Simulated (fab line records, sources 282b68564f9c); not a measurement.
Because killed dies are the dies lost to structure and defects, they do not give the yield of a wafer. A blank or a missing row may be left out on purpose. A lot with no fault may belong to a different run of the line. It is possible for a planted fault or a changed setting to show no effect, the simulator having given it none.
Comparing a struck lot with a sound one	flow rit-cmos	15 steps out of a route of 202
Sound: wafers L928.2, L928.4, L928.5. Struck: wafer L930.6 (left out: L930.2, L930.5 of the same lot, which were not struck); the cause appears at the end.
At each step with rows: each side's tool, then ch and its chambers, then its first start. Under that, the readings that differ: sound wafers	struck wafers	difference of the means	sigmas: that difference in standard deviations of wafers without a fault.
alike: a reading whose means differ by less than 2 such deviations, as well as words and numbers matching on both sides. not compared: withheld readings; readings where some wafer has no value; bounds like >300 that might hide an equal value; numbers whose values overlap and for which the record gives no deviation.
The two part at a step that has a row with sigmas, a row that says differs or no value, or rows on one side only. Numbers that have no deviation but don't overlap get no sigmas and don't part them. Lack of a reading on every wafer of one side parts them only where that side has two or more wafers.

RIT_M1_SPUTTER_00: material Al, target thk 400 nm, time 500 s.
  sound on pvd-sputter-01, day 7 15:28; struck on pvd-sputter-01, day 8 00:26
  alike: throttle-valve-pct
RIT_M1_RS_MEAS_01: uses a four-point probe to measure.
  sound on film-metro-02, day 7 15:47; struck on film-metro-02, day 8 00:45
  alike: M1_AL_RS
RIT_M1_THK_MEAS_02: measures by xrf.
  sound on film-metro-02, day 7 15:53; struck on film-metro-02, day 8 00:52
  alike: M1_AL_THK
then, 6 steps without rows for these wafers: RIT_M1_HMDS_03 (prime time 60 s); RIT_M1_COAT_04 (resist thk 1300 nm); RIT_M1_SOFTBAKE_05 (time 60 s); RIT_M1_EXPOSE_06 (exposes mask M12, target cd 2600 nm); RIT_M1_PEB_07; RIT_M1_DEVELOP_08 (develop time 68 s).
RIT_M1_CD_MEAS_09: target cd 2600 nm.
  sound on cd-sem-02, day 7 16:50; struck on cd-sem-02, day 8 01:49
  alike: cd-nm
RIT_M1_OVL_MEAS_10:
  sound on overlay-01, day 7 16:57; struck on overlay-02, day 8 01:55
  alike: M1_OVL
then, 1 step without rows for these wafers: RIT_M1_HARDBAKE_11 (time 120 s).
RIT_M1_METAL_ETCH_12: etches Al in Cl2/BCl3, stops on SiO2, time 165 s, target depth 600 nm.
  sound on rie-metal-03 ch 0,1, day 7 17:14; struck on rie-metal-04 ch 0, day 8 02:11
reading	sound	struck	difference	sigmas
rf-fwd-power-W (W)	248.9 248.4 249.3	219.9	-29.0	-39
throttle-valve-pct (%)	8.36 8.36 8.20	8.14	-0.17	-2
model.NOVOLAK_of_M1_COAT_04.thk-nm (nm)	791.4 792.7 800.5	856.3	+61.4	
  alike: drypump-motor-current-A, oes-product-au
  not compared: rf-hours-counter-h
then, 1 step without rows for these wafers: RIT_M1_STRIP_13 (strips in nmp, time 600 s).
RIT_M1_PROBE_99:
  the record has rows for the struck wafers here (prober-01, day 8 04:43) and none for the sound ones

WHERE THEY PART
Earliest at RIT_M1_METAL_ETCH_12; latest, in this record, at RIT_M1_PROBE_99.

WHY: the cause the simulator had injected
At RIT_M1_METAL_ETCH_12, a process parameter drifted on rie-metal-04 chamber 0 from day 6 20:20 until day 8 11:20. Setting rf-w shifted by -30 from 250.
